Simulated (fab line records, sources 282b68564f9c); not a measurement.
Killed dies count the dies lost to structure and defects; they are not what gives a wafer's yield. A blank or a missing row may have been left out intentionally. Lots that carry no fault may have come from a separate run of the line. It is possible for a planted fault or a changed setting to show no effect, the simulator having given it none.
Comparing a struck lot with a sound one    flow rit-cmos    14 out of 202 route steps
Sound: wafers L417.1, L417.4, L417.5. Struck: wafers L413.2, L413.4, L413.6. Last of all comes the cause.
At each step with rows: each side's tool, then ch and its chambers, then its first start. Under that, the readings that differ: sound wafers    struck wafers    difference of the means    sigmas: that difference in standard deviations of wafers without a fault.
alike: same words and numbers on both sides, and readings whose means sit less than 2 such deviations apart. not compared: any withheld reading, any reading some wafer has no value for, any bound like >300 that may hide the same value, and any number with overlapping values for which the record gives no deviation.
The two part at a step that has a row with sigmas, a row that says differs or no value, or rows on one side only. Numbers that have no deviation but don't overlap get no sigmas and don't part them. A reading that every wafer of one side lacks parts them only if that side has two wafers or more.

RIT_GATE_STRIP_20: strips in O2, time 180 s.
  sound on plasma-asher-01 ch 0, day 5 22:00; struck on plasma-asher-03 ch 0,1, day 5 01:08
reading                      sound           struck          difference  sigmas
drypump-motor-current-A (A)  5.39 5.39 5.39  6.01 6.09 5.93  +0.62       +2
  not compared: rf-hours-counter-h
RIT_GATE_CD_MEAS_90: target cd 150 nm.
  sound: cd-sem-02 at day 5 22:11; struck: cd-sem-01 at day 5 01:20
  alike: cd-nm
then, 4 steps without rows for these wafers: RIT_REOX_CLEAN_00 (cleans in SC1, time 600 s); RIT_REOX_CLEAN_01 (cleans in dHF, time 30 s); RIT_REOX_CLEAN_02 (cleans in SC2, time 600 s); RIT_REOX_OXIDATION_03 (target thk 25.2 nm, ox time 5580 s).
RIT_REOX_THK_MEAS_04:
  sound: film-metro-02 at day 6 01:13; struck: film-metro-03 at day 5 04:41
  alike: REOX_OXIDE_THK
then, 5 steps without rows for these wafers: RIT_NLDD_HMDS_00 (prime time 60 s); RIT_NLDD_COAT_01 (resist thk 1000 nm); RIT_NLDD_SOFTBAKE_02 (time 60 s); RIT_NLDD_EXPOSE_03 (exposes mask M7, target cd 40700 nm); RIT_NLDD_PEB_04.
RIT_NLDD_DEVELOP_05: develop time 50 s.
  struck on litho-track-04, day 5 05:00; sound on litho-track-04 ch 0, day 6 01:00
  no value came back on the struck wafers for chill-plate-temp-C (C), develop-time-s (s); on the sound wafers chill-plate-temp-C (C) reads 22.85 23.10 22.95
RIT_NLDD_OVL_MEAS_06:
  sound: overlay-01 at day 6 02:08; struck: overlay-02 at day 5 05:49
reading        sound          struck  difference                     sigmas
NLDD_OVL (nm)  -1.8 0.2 -0.9  - - -   no value on the struck wafers  

== WHERE THEY PART ==
Earliest at RIT_GATE_STRIP_20; latest, in this record, at RIT_NLDD_OVL_MEAS_06.

WHY: what the simulator had put in
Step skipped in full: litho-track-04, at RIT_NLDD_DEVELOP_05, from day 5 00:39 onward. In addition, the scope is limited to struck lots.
